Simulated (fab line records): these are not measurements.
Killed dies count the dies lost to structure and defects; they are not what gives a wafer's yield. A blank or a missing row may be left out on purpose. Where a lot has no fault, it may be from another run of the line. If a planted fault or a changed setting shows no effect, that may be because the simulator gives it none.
What tool caused it? :: flow rit-cmos :: 7 lots, 21 wafers sampled, at 2 steps of a route of 202

== WHAT THE GAUGES READ, wafer by wafer ==
RIT_GATE_THK_MEAS_09.
lot: L817
measured: day 2 20:41
on: film-metro-03
GATE_POLY_THK (nm): 252.0 249.6 251.1

lot: L820
measured: day 3 15:59
on: film-metro-01
GATE_POLY_THK (nm): 246.4 248.5 249.7

lot: L822
measured: day 3 22:04
on: film-metro-03
GATE_POLY_THK (nm): 245.8 245.1 247.4

lot: L825
measured: day 4 13:37
on: film-metro-03
GATE_POLY_THK (nm): 245.2 246.2 245.8

lot: L828
measured: day 5 09:05
on: film-metro-02
GATE_POLY_THK (nm): 250.6 251.5 249.7

lot: L832
measured: day 6 03:10
on: film-metro-03
GATE_POLY_THK (nm): 247.7 249.0 249.8

lot: L838
measured: day 7 07:23
on: film-metro-02
GATE_POLY_THK (nm): 209.4 210.9 212.0

== WHAT TOOL EACH LOT RAN ON (gives the tool, then ch and the chambers of the sampled wafers, and finally the start) ==
lot: L817
RIT_GATE_CVD_08: lpcvd-01 ch 1, day 2 19:04

lot: L820
RIT_GATE_CVD_08: lpcvd-02 ch 0, day 3 14:22

lot: L822
RIT_GATE_CVD_08: lpcvd-02 ch 1, day 3 20:26

lot: L825
RIT_GATE_CVD_08: lpcvd-02 ch 0, day 4 12:00

lot: L828
RIT_GATE_CVD_08: lpcvd-01 ch 0, day 5 07:26

lot: L832
RIT_GATE_CVD_08: lpcvd-02 ch 0, day 6 01:33

lot: L838
RIT_GATE_CVD_08: lpcvd-02 ch 1, day 7 05:45
- RIT_GATE_CVD_08: deposits poly-Si from SiH4, target thk 250 nm, time 2220 s.

== THE ANSWER, worked out from the rows above alone ==
Rule: usual is defined by the lots themselves. Put in order of their means at a reading, lots are off if they are a third of the lots or fewer, leave a main group of 4 or more, and stand apart from it by a gap of 3 or more times the standard deviation of the main group's means; of several such gaps the widest counts. The tables above print the reading to a certain number of digits; a main group whose means all agree to those digits is not used. A lot without any number at a reading at which 4 lots or more have one is off too. Where the step has rows for the other lots, those lots are counted as sound.
Off: L838, seen at RIT_GATE_THK_MEAS_09 (GATE_POLY_THK). The main group has a mean of 248.4 nm with a standard deviation of 2.
If a tool, at a process step before that reading, ran all the lots that are off and no sound lot after the first of them, it fits. The gauges at RIT_GATE_THK_MEAS_09 are tried like those tools. Undecided on this evidence; 2 tools fit (lpcvd-02 at RIT_GATE_CVD_08, film-metro-02 at RIT_GATE_THK_MEAS_09).

== WHAT THE SIMULATOR PUT IN ==
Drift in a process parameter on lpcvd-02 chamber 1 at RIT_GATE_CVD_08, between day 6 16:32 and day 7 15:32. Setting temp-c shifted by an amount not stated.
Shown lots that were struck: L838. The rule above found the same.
